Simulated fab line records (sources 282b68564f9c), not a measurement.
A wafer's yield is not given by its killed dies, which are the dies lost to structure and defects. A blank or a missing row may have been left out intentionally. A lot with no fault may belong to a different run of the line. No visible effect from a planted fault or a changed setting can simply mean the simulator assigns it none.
One fault through the eyes of 2 desks -- flow rit_cmos -- numbers are kept per desk, each desk with only its own; the story behind them comes last

METROLOGY DESK
What the gauges read for every lot (on any tool): the sampled wafers with a number, averaged. Marked OUT: a lot whose mean sits more than 4 standard deviations from the usual mean, which makes it out of limits; the brackets give that distance.
Columns: A = PWELL_TW at RIT_PWELL_TW_MEAS_10, usual 946; B = NWELL_RS at RIT_WELLDRIVE_RS_MEAS_01, usual 276.2 ohm/sq; C = PWELL_RS at RIT_WELLDRIVE_RS_MEAS_02, usual 430.1 ohm/sq; D = NRETRO_OVL at RIT_NRETRO_OVL_MEAS_06, usual 0.8 nm
lot,first seen here,A,B,C,D
L886,day 3 01:14,946,275.2,429.6,1.8
L887,day 3 04:25,947,276.9,430.0,1.9
L891,day 4 01:22,946,276.3,429.0,0.6
L892,day 4 09:36,940,276.1,431.4,0.2
L893,day 4 11:24,957,277.7,430.6,1.0
L894,day 4 15:48,939,275.6,430.6,0.5
This desk's finding: nothing out of limits on any of the 6 lots.

AT THE TOOL OWNER'S DESK: implanter-01
RIT_NRETRO_IMPLANT_08, tool's own readings: per-lot mean of the sampled wafers with a number, covering each lot this tool ran. Marked OUT: a lot whose mean sits more than 4 standard deviations from the usual mean, which makes it out of limits; the brackets give that distance.
Columns: A = beam_on_s at RIT_NRETRO_IMPLANT_08, usual 10.00 s; B = dose_ions_cm2 at RIT_NRETRO_IMPLANT_08, usual 9.999e+12; C = tilt_deg at RIT_NRETRO_IMPLANT_08, usual 6.995 degrees
lot,first seen here,A,B,C
L886,day 3 08:23,10.29,9.994e+12,6.988
L891,day 4 08:16,9.90,9.482e+12 (-54) OUT,6.979
L893,day 4 18:23,9.88,9.465e+12 (-56) OUT,7.004
This desk finds L891, L893 out of limits, L891 being first, at day 4 08:16 (dose_ions_cm2 at RIT_NRETRO_IMPLANT_08). Within limits: L886.

TAKEN TOGETHER
The tool owner's desk could have raised an alarm at day 4 08:16, on L891, L893.
Nothing out of limits was seen by the metrology desk.
The metrology desk holds a record of L891, L893, inside its limits.
Of the lots named, all ran RIT_NRETRO_IMPLANT_08 on implanter-01.

WHAT HAD BEEN PUT IN BY THE SIMULATOR
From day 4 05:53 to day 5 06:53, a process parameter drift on implanter-01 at RIT_NRETRO_IMPLANT_08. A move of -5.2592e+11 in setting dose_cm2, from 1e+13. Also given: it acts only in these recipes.
Struck lots among those shown: L891, L893.
How many hours passed from the start of the fault until each desk's first out-of-limits reading: the tool owner's desk, 2.
